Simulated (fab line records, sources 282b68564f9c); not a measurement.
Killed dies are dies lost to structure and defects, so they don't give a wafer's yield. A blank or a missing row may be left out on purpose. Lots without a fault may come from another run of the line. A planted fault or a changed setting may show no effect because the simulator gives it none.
fab line records | flow rit_cmos
record lots=6 wafers=18 last_day=7
route steps=202 shown SILICIDE@161 CONTACT@168 M1@202
lots that met no fault: from a run of the same line without faults
start_h: hours from the record's first day to the start of the lot's first wafer shown | wait_h: hours since the lot's step before | " the same as in the row above | L1.1+2: a row that stands for several wafers | - no value, or no start given | * or withheld: withheld | < > ~ a bound
route shown NAME@n: a module of which the file shows steps, and the number in the route of the first | usual: mean/standard deviation of fault-free wafers | same: alike in all rows | chamber/n: place in a boat | sites: the reading at each site | _std_site: their standard deviation | _edge_site: outer sites' mean less inner sites' | radius_mm: how far each site lies from the wafer's centre | mask NAME#n: copy n | behind: the tool/chamber that last shaped the wafer | hold: why the lot was held/for how many hours/how that ended | device: the transistor (n, p or np) that didn't switch | end of line: the same wafers' tests at the end of the route | a step without rows: its recipe alone | killed: dies lost to structure and defects at the first sort, not the wafer's yield | map: a wafer's dies, x killed, . not, _ none there
set.NAME: the setting as run; set.NAME@STEP: as run at that earlier step | model.NAME: the simulator's own value behind a step, which no gauge read
lots at some steps of the route; a table a step, a row a wafer
services: from which hour (start_h, from the record's first day; less than 0 if before it) a tool's chamber was out of use, for how many hours, and why
## steps
# step RIT_SILICIDE_WET_ETCH_00
# recipe chemistry=BOE target=SiO2 target_depth_nm=14 time_s=15 dry=n2_spin dilution=10:1 temp_c=21.5
# step RIT_SILICIDE_SPUTTER_01
# recipe material=Ti target_thk_nm=30 power_w=350 chamber_pressure_pa=0.667 gas=Ar time_s=240 substrate_temp_c=25
# usual throttle_valve_pct=30.1/0.92
# same time_s=240
# columns lot.wafer tool chamber start_h wait_h throttle_valve_pct
L633.3 pvd_sputter-03 - 90.61 0.0 29.2
L633.4 " - " " 29.6
L633.6 " - " " 29.8
L634.1 pvd_sputter-04 - 96.85 0.0 29.6
L634.3 " - " " 31.7
L634.5 " - " " 30.6
L639.1 pvd_sputter-03 - 121.49 0.0 29.3
L639.3 " - " " 29.0
L639.4 " - " " 29.9
L640.1 pvd_sputter-04 - 126.04 0.0 31.7
L640.4 " - " " 30.7
L640.6 " - " " 29.3
L645.1 pvd_sputter-03 - 151.08 0.0 28.7
L645.3 " - " " 29.3
L645.4 " - " " 30.8
L647.2 pvd_sputter-03 - 161.81 0.0 29.5
L647.3 " - " " 28.9
L647.5 " - " " 29.2
# step RIT_SILICIDE_RS_MEAS_02
# recipe thk_meas_gauge=four-point-probe reads=Ti_of_SILICIDE_SPUTTER_01
# usual SILICIDE_TI_RS=47.7/0.83
# columns lot.wafer tool chamber start_h wait_h SILICIDE_TI_RS[ohm/sq]
L633.3 film_metro-03 - 90.80 0.1 47.2
L633.4 " - " " 49.0
L633.6 " - " " 49.4
L634.1 film_metro-01 - 97.01 0.1 46.7
L634.3 " - " " 47.3
L634.5 " - " " 47.6
L639.1 film_metro-01 - 121.64 0.1 47.4
L639.3 " - " " 46.5
L639.4 " - " " 48.5
L640.1 film_metro-03 - 126.19 0.1 47.7
L640.4 " - " " 48.5
L640.6 " - " " 46.9
L645.1 film_metro-03 - 151.23 0.1 48.3
L645.3 " - " " 49.1
L645.4 " - " " 49.2
L647.2 film_metro-02 - 161.98 0.1 48.7
L647.3 " - " " 48.2
L647.5 " - " " 49.0
# step RIT_SILICIDE_THK_MEAS_03
# recipe thk_meas_gauge=xrf reads=Ti_of_SILICIDE_SPUTTER_01
# usual SILICIDE_TI_THK=29.9/0.41
# columns lot.wafer tool chamber start_h wait_h SILICIDE_TI_THK[nm]
L633.3 film_metro-03 - 90.90 0.1 30.1
L633.4 " - " " 29.2
L633.6 " - " " 28.9
L634.1 film_metro-01 - 97.13 0.1 30.5
L634.3 " - " " 30.1
L634.5 " - " " 30.1
L639.1 film_metro-01 - 121.76 0.1 30.2
L639.3 " - " " 30.6
L639.4 " - " " 29.5
L640.1 film_metro-03 - 126.31 0.1 29.9
L640.4 " - " " 29.5
L640.6 " - " " 30.3
L645.1 film_metro-03 - 151.35 0.1 29.8
L645.3 " - " " 29.4
L645.4 " - " " 29.3
L647.2 film_metro-02 - 162.09 0.1 29.6
L647.3 " - " " 29.8
L647.5 " - " " 29.4
# step RIT_SILICIDE_RTA_04
# recipe temp_c=650 time_s=10 idle_temp_c=25 ramp_up_s=5 ramp_down_s=5 cool_to_c=25 ambient=N2
# usual wafer_temp_C_max=652.7/0.61
# same time_s=10
# columns lot.wafer tool chamber start_h wait_h wafer_temp_C_max
L633.3 rtp_anneal-02 0 90.98 0.1 653.1
L633.4 " 0 " " 652.3
L633.6 " 0 " " 651.8
L634.1 rtp_anneal-01 0 97.19 0.1 653.3
L634.3 " 0 " " 653.6
L634.5 " 0 " " 653.9
L639.1 rtp_anneal-02 0 121.82 0.1 652.2
L639.3 " 0 " " 652.0
L639.4 " 0 " " 651.5
L640.1 rtp_anneal-01 0 126.37 0.1 652.7
L640.4 " 0 " " 653.3
L640.6 " 0 " " 652.8
L645.1 rtp_anneal-02 0 151.41 0.1 652.2
L645.3 " 0 " " 652.0
L645.4 " 0 " " 653.8
L647.2 rtp_anneal-02 0 162.15 0.1 652.6
L647.3 " 0 " " 652.6
L647.5 " 0 " " 652.6
# step RIT_SILICIDE_WET_ETCH_05
# recipe chemistry=SPM target=Ti temp_c=90 time_s=120 dry=n2_spin
# step RIT_SILICIDE_RTA_06
# recipe temp_c=750 time_s=10 idle_temp_c=25 ramp_up_s=5 ramp_down_s=10 cool_to_c=25 ambient=N2
# usual wafer_temp_C_max=753.2/0.71
# same time_s=10
# columns lot.wafer tool chamber start_h wait_h wafer_temp_C_max
L633.3 rtp_anneal-01 0 91.16 0.0 752.6
L633.4 " 0 " " 754.3
L633.6 " 0 " " 754.2
L634.1 rtp_anneal-02 0 97.30 0.0 753.1
L634.3 " 0 " " 753.7
L634.5 " 0 " " 753.8
L639.1 rtp_anneal-01 0 121.92 0.0 754.5
L639.3 " 0 " " 752.6
L639.4 " 0 " " 752.8
L640.1 rtp_anneal-02 0 126.48 0.0 754.0
L640.4 " 0 " " 752.4
L640.6 " 0 " " 753.4
L645.1 rtp_anneal-01 0 151.52 0.0 754.1
L645.3 " 0 " " 753.8
L645.4 " 0 " " 753.7
L647.2 rtp_anneal-01 0 162.27 0.0 754.1
L647.3 " 0 " " 752.8
L647.5 " 0 " " 753.4
# step RIT_CONTACT_CVD_00
# recipe material=SiO2 target_thk_nm=400 precursor=TEOS temp_c=390 time_s=61 rf_w=390.2
# usual heater_power_w=310/53 susceptor_temp_C=389.99/0.24
# same time_s=61
# columns lot.wafer tool chamber start_h wait_h heater_power_w susceptor_temp_C
L633.3 pecvd-03 0 91.25 0.1 306 389.66
L633.4 " 0 " " 331 390.04
L633.6 " 1 " " 273 390.41
L634.1 pecvd-02 0 97.37 0.1 211 390.10
L634.3 " 0 " " 224 390.24
L634.5 " 0 " " 243 390.23
L639.1 pecvd-03 1 121.99 0.1 267 390.20
L639.3 " 0 " " 313 390.10
L639.4 " 1 " " 277 390.07
L640.1 pecvd-02 1 126.55 0.1 323 389.90
L640.4 " 1 " " 340 390.37
L640.6 " 2 " " 238 389.91
L645.1 pecvd-03 1 151.59 0.1 242 389.78
L645.3 " 2 " " 434 389.64
L645.4 " 2 " " 339 389.76
L647.2 pecvd-01 2 162.32 0.0 344 389.68
L647.3 " 0 " " 315 389.84
L647.5 " 0 " " 331 389.72
# step RIT_CONTACT_THK_MEAS_01
# recipe reads=SiO2_of_CONTACT_CVD_00
# usual CONTACT_TEOS_THK=396/5.7
# columns lot.wafer tool chamber start_h wait_h CONTACT_TEOS_THK[nm]
L633.3 film_metro-04 - 91.32 0.0 388
L633.4 " - " " 393
L633.6 " - " " 399
L634.1 film_metro-04 - 97.44 0.1 391
L634.3 " - " " 391
L634.5 " - " " 389
L639.1 film_metro-04 - 122.04 0.0 392
L639.3 " - " " 393
L639.4 " - " " 399
L640.1 film_metro-04 - 126.60 0.0 401
L640.4 " - " " 402
L640.6 " - " " 401
L645.1 film_metro-03 - 151.64 0.0 396
L645.3 " - " " 391
L645.4 " - " " 397
L647.2 film_metro-01 - 162.38 0.0 386
L647.3 " - " " 389
L647.5 " - " " 400
# step RIT_CONTACT_HMDS_02
# recipe prime_time_s=60 prime_temp_c=140
# step RIT_CONTACT_COAT_03
# recipe resist=NOVOLAK spin_rpm=3250 resist_thk_nm=1000
# step RIT_CONTACT_SOFTBAKE_04
# recipe resist=NOVOLAK temp_c=90 time_s=60
# step RIT_CONTACT_EXPOSE_05
# recipe mask_id=M11 na=0.6 source_shape=conventional sigma_outer=0.5 target_cd_nm=1000 dose_mj=250
# usual stage_vel_mm_s=500.00/0.24
# columns lot.wafer tool chamber start_h wait_h mask stage_vel_mm_s model.CONTACT.overlay_x_nm
L633.3 iline_stepper-02 0 91.98 0.2 M11#0 499.74 0.205
L633.4 " 0 " " M11#0 499.82 0.205
L633.6 " 0 " " M11#0 500.16 0.205
L634.1 iline_stepper-02 0 97.95 0.1 M11#0 500.35 -0.6108
L634.3 " 0 " " M11#0 500.07 -0.6108
L634.5 " 0 " " M11#0 500.13 -0.6108
L639.1 iline_stepper-02 0 122.55 0.1 M11#0 499.75 0.3129
L639.3 " 0 " " M11#0 499.87 0.3129
L639.4 " 0 " " M11#0 499.95 0.3129
L640.1 iline_stepper-01 0 127.23 0.2 M11#0 500.20 -0.003981
L640.4 " 0 " " M11#0 500.38 -0.003981
L640.6 " 0 " " M11#0 499.84 -0.003981
L645.1 iline_stepper-02 0 152.27 0.2 M11#0 499.82 -0.09004
L645.3 " 0 " " M11#0 500.06 -0.09004
L645.4 " 0 " " M11#0 500.30 -0.09004
L647.2 iline_stepper-01 0 162.90 0.1 M11#0 500.51 0.1538
L647.3 " 0 " " M11#0 500.03 0.1538
L647.5 " 0 " " M11#0 500.55 0.1538
# step RIT_CONTACT_PEB_06
# recipe resist=NOVOLAK temp_c=withheld time_s=withheld
# step RIT_M1_PROBE_99
# usual killed_at_contacts=0.2/0.38 killed_at_front_end=6.7/3 killed_dies=6.9/3 killed_open=3.5/1.9 killed_short=3.3/2
# same gross_dies=264 killed_at_M0_to_M3=0 killed_at_M4_up=0 killed_at_back_side=0 killed_at_other=0
# columns lot.wafer tool chamber start_h wait_h killed_at_contacts killed_at_front_end killed_dies killed_open killed_short
L634.1 prober-02 - 103.77 0.1 0 11 11 4 7
L634.3 prober-02 - 103.87 0.2 0 9 9 3 6
L634.5 prober-02 - 103.97 0.2 0 6 6 2 4
L639.1 prober-01 - 128.37 0.1 0 4 4 1 3
L639.3 prober-01 - 128.47 0.2 0 8 8 3 5
L639.4 prober-01 - 128.52 0.2 0 3 3 2 1
L640.1 prober-02 - 133.45 0.1 0 7 7 2 5
L640.4 prober-02 - 133.60 0.2 0 6 6 3 3
L640.6 prober-02 - 133.70 0.2 0 3 3 2 1
L647.2 prober-01 - 168.80 0.1 2 3 5 1 2
L647.3 prober-01 - 168.85 0.2 0 7 7 5 2
L647.5 prober-01 - 168.95 0.2 0 7 7 2 5
# killed by level:class
L634.1 GATE:geometric_particle:short=3 GATE:geometric_particle:open=3 SPACER:geometric_particle:short=3 FOX1:geometric_particle:open=1 REOX:geometric_particle:short=1
L634.3 GATE:geometric_particle:short=4 GATE:geometric_particle:open=2 FOX1:geometric_particle:short=1 SILICIDE:geometric_particle:short=1 SILICIDE:geometric_particle:open=1
L634.5 GATE:geometric_particle:short=2 SPACER:geometric_particle:short=2 FOX1:geometric_particle:open=1 GATE:geometric_particle:open=1
L639.1 GATE:geometric_particle:short=2 FOX1:geometric_particle:open=1 SPACER:geometric_particle:short=1
L639.3 GATE:geometric_particle:short=2 REOX:geometric_particle:open=2 SPACER:geometric_particle:short=2 FOX2:geometric_particle:short=1 GATE:geometric_particle:open=1
L639.4 FOX1:geometric_particle:short=1 GATE:geometric_particle:open=1 REOX:geometric_particle:open=1
L640.1 SILICIDE:geometric_particle:short=3 FOX1:geometric_particle:short=2 GATE:geometric_particle:open=1 REOX:geometric_particle:open=1
L640.4 REOX:geometric_particle:open=2 GATE:geometric_particle:open=1 GATE:geometric_particle:short=1 REOX:geometric_particle:short=1 SPACER:geometric_particle:short=1
L640.6 FOX2:geometric_particle:open=1 FOX2:geometric_particle:short=1 REOX:geometric_particle:open=1
L647.2 CONTACT:coat_microbubble_printed=2 FOX1:geometric_particle:short=1 GATE:geometric_particle:open=1 REOX:geometric_particle:short=1
L647.3 GATE:geometric_particle:open=2 FOX2:geometric_particle:open=1 FOX2:geometric_particle:short=1 REOX:geometric_particle:open=1 SPACER:geometric_particle:short=1 SILICIDE:geometric_particle:open=1
L647.5 GATE:geometric_particle:short=2 FOX2:geometric_particle:short=1 SPACER:geometric_particle:open=1 SPACER:geometric_particle:short=1 SILICIDE:geometric_particle:short=1 SILICIDE:geometric_particle:open=1
## services
# columns tool chamber start_h hours kind
pvd_sputter-04 - 72.78 7.1 repair
pecvd-02 2 93.08 4.9 repair
pecvd-03 - 110.12 0.8 pm
iline_stepper-01 0 115.92 - calibration
pecvd-03 1 134.57 12.4 repair
iline_stepper-01 - 150.46 0.9 repair
## key
first_sign none at tools or gauges
model_effect step=RIT_CONTACT_EXPOSE_05 value=CONTACT.overlay_x_nm without=-0.8383 struck=0.1114
met_at RIT_CONTACT_EXPOSE_05
struck_wafers L639.1,L639.3,L639.4,L645.1,L645.3,L645.4
tester_left_out L639,L645
onset_between 97.95 122.55
also_fits RIT_CONTACT_CVD_00:pecvd-03
fault kind=scanner_matching_overlay tool=iline_stepper-02 chamber=- onset_h=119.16 steps=RIT_CONTACT_EXPOSE_05 offset=0.94966
# tester_left_out: of these lots the tester's yield and bins aren't shown, on N5 and GAA mostly nor the transistor test; their killed dies are dies lost to structure and defects alone, not to doping, threshold or leakage, so they don't give the yield
